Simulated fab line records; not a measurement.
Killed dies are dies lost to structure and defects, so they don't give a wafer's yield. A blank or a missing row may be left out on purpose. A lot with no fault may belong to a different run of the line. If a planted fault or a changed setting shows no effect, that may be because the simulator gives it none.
The tool behind it: which one? :: flow rit cmos :: 7 lots, 21 wafers sampled, at 2 steps of a route of 202

## WHAT THE GAUGES SHOWED, per wafer
RIT_WELLDRIVE_RS_MEAS_02: uses a four-point probe to measure.
lot: L340
measured: day 2 12:45
on: film metro-04
PWELL_RS (ohm/sq): 429.1 429.1 428.5

lot: L345
measured: day 3 11:55
on: film metro-04
PWELL_RS (ohm/sq): 429.3 428.5 428.7

lot: L348
measured: day 4 03:33
on: film metro-03
PWELL_RS (ohm/sq): 461.9 461.9 462.4

lot: L351
measured: day 4 18:01
on: film metro-04
PWELL_RS (ohm/sq): 429.8 429.7 429.3

lot: L353
measured: day 5 03:55
on: film metro-04
PWELL_RS (ohm/sq): 430.8 431.1 431.0

lot: L358
measured: day 6 13:21
on: film metro-03
PWELL_RS (ohm/sq): 429.1 428.4 427.4

lot: L362
measured: day 7 03:20
on: film metro-01
PWELL_RS (ohm/sq): 429.1 429.1 430.0

## TOOL THAT RAN EACH LOT (tool first, then ch and the chambers of the sampled wafers, then the start)
lot: L340
RIT_PWELL_IMPLANT_08: implanter-03 ch 0, day 2 06:59

lot: L345
RIT_PWELL_IMPLANT_08: implanter-04 ch 0, day 3 05:58

lot: L348
RIT_PWELL_IMPLANT_08: implanter-04 ch 0, day 3 21:44

lot: L351
RIT_PWELL_IMPLANT_08: implanter-01 ch 0, day 4 12:04

lot: L353
RIT_PWELL_IMPLANT_08: implanter-03 ch 0, day 4 22:20

lot: L358
RIT_PWELL_IMPLANT_08: implanter-03 ch 0, day 6 07:23

lot: L362
RIT_PWELL_IMPLANT_08: implanter-04 ch 0, day 6 21:44
- RIT_PWELL_IMPLANT_08

## THE ANSWER, worked out from the rows above alone
Rule: usual is defined by the lots themselves. Put in order of their means at a reading, lots are off if they are a third of the lots or fewer, leave a main group of 4 or more, and stand apart from it by a gap of 3 or more times the standard deviation of the main group's means; of several such gaps the widest counts. A main group whose means are all the same, to the digits that the tables above print for the reading, isn't used. A lot without any number at a reading at which 4 lots or more have one is off too. The other lots that the step has rows for count as sound.
Off: L348, at RIT_WELLDRIVE_RS_MEAS_02 (PWELL_RS). Mean 429.3 ohm/sq and standard deviation 0.84 in the main group.
A tool fits if, at a process step before that reading, it ran every lot that is off, and no sound lot after the first of them. Gauges at RIT_WELLDRIVE_RS_MEAS_02: tried the same way as those tools. Not one of the candidates tried fits.

## WHAT THE SIMULATOR HAD INSERTED
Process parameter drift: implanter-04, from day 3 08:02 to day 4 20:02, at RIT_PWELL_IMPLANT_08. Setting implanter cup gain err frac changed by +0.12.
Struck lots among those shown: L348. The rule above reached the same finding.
